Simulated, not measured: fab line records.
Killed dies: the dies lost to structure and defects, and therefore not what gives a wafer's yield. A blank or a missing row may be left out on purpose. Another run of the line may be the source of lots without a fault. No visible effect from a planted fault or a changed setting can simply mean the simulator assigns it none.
Comparing a struck lot with a sound one | flow berkeleyCmos170 | 15 steps out of a route of 331
Sound: wafers L614.1, L614.3, L614.5. The struck wafers were L625.2, L625.4, L625.6. The cause is given at the end.
Each step with rows lists, per side, the tool, then ch with its chambers, then its first start. Under that, the readings that differ: sound wafers | struck wafers | difference of the means | sigmas: that difference in standard deviations of wafers without a fault.
alike: readings whose means differ by less than 2 such deviations, and words and numbers that are the same on both sides. not compared: withheld readings, readings that some wafer has no value for, bounds like >300 that may hide the same value, and numbers for which the record gives no deviation and whose values overlap.
The two part at a step that has a row with sigmas, a row that says differs or no value, or rows on one side only. Numbers that don't overlap but have no deviation are shown without sigmas and don't part them. Lack of a reading on every wafer of one side parts them only where that side has two or more wafers.

first, 1 step without rows for these wafers: UCB170_M2_SOFTBAKE_06 (time 60 s).
UCB170_M2_STRIP_07: strips in O2.
  sound on plasmaAsher-03 ch 0,1, day 10 03:03; struck on plasmaAsher-03 ch 0,1, day 12 08:23
  alike: drypumpMotorCurrentA, oesProductAu, stripTimeToEndpointS
  not compared: rfHoursCounterH
then, 7 steps without rows for these wafers: UCB170_M2_STRIP_08 (strips KrF in DMSO, time 600 s); UCB170_M2_COAT_09; UCB170_M2_COAT_10 (resist thk 900 nm); UCB170_M2_SOFTBAKE_11 (time 60 s); UCB170_M2_EXPOSE_12 (exposes mask METAL2, target cd 700 nm); UCB170_M2_PEB_13; UCB170_M2_DEVELOP_14 (develop time 43.67 s).
UCB170_M2_CD_MEAS_15 targets a cd of 700 nm.
  sound: cdSem-01 at day 10 05:07; struck: cdSem-01 at day 12 09:31
  alike: cdNm
UCB170_M2_OVL_MEAS_16:
  sound: overlay-01 at day 10 05:14; struck: overlay-02 at day 12 09:38
  alike: M2_OVL
UCB170_M2_ETCH_17: etches BARC in N2/H2.
  sound on rieDiel-02 ch 0,2, day 10 05:17; struck on rieDiel-02 ch 0,3, day 12 09:40
  alike: drypumpMotorCurrentA, oesProductAu, throttleValvePct
UCB170_M2_METAL_ETCH_18: etches Al in Cl2/BCl3, stops on SiO2, target depth 1170 nm, time 195 s.
  sound on rieMetal-01 ch 0,1, day 10 05:19; struck on rieMetal-04 ch 0,1, day 12 09:42
reading                            | sound             | struck               | difference | sigmas
overEtchFrac                       | 0.3 0.3 0.3       | 0.3642 0.3642 0.3642 | +0.0642    | 
model.KrF_of_M2_COAT_10.thkNm (nm) | 220.3 224.4 225.6 | 173.1 173.2 183.3    | -46.9      | 
  alike: drypumpMotorCurrentA, oesProductAu, throttleValvePct
  not compared: rfHoursCounterH
UCB170_M2_STRIP_19: strips in O2.
  sound on plasmaAsher-03 ch 0, day 10 05:31; struck on plasmaAsher-03 ch 0,1, day 12 09:53
reading             | sound             | struck            | difference | sigmas
oesProductAu (a.u.) | 0.557 0.558 0.551 | 0.509 0.497 0.504 | -0.052     | -3
  alike: drypumpMotorCurrentA
  not compared: rfHoursCounterH
UCB170_M2_CD_MEAS_90 targets a cd of 700 nm.
  sound: cdSem-02 at day 10 05:37; struck: cdSem-01 at day 12 10:01
  alike: cdNm

## WHERE THEY PART
Only at UCB170_M2_STRIP_19, as far as this record shows. Later steps at which nothing parts them and some readings are alike: UCB170_M2_CD_MEAS_90.

WHY: what the simulator had put in
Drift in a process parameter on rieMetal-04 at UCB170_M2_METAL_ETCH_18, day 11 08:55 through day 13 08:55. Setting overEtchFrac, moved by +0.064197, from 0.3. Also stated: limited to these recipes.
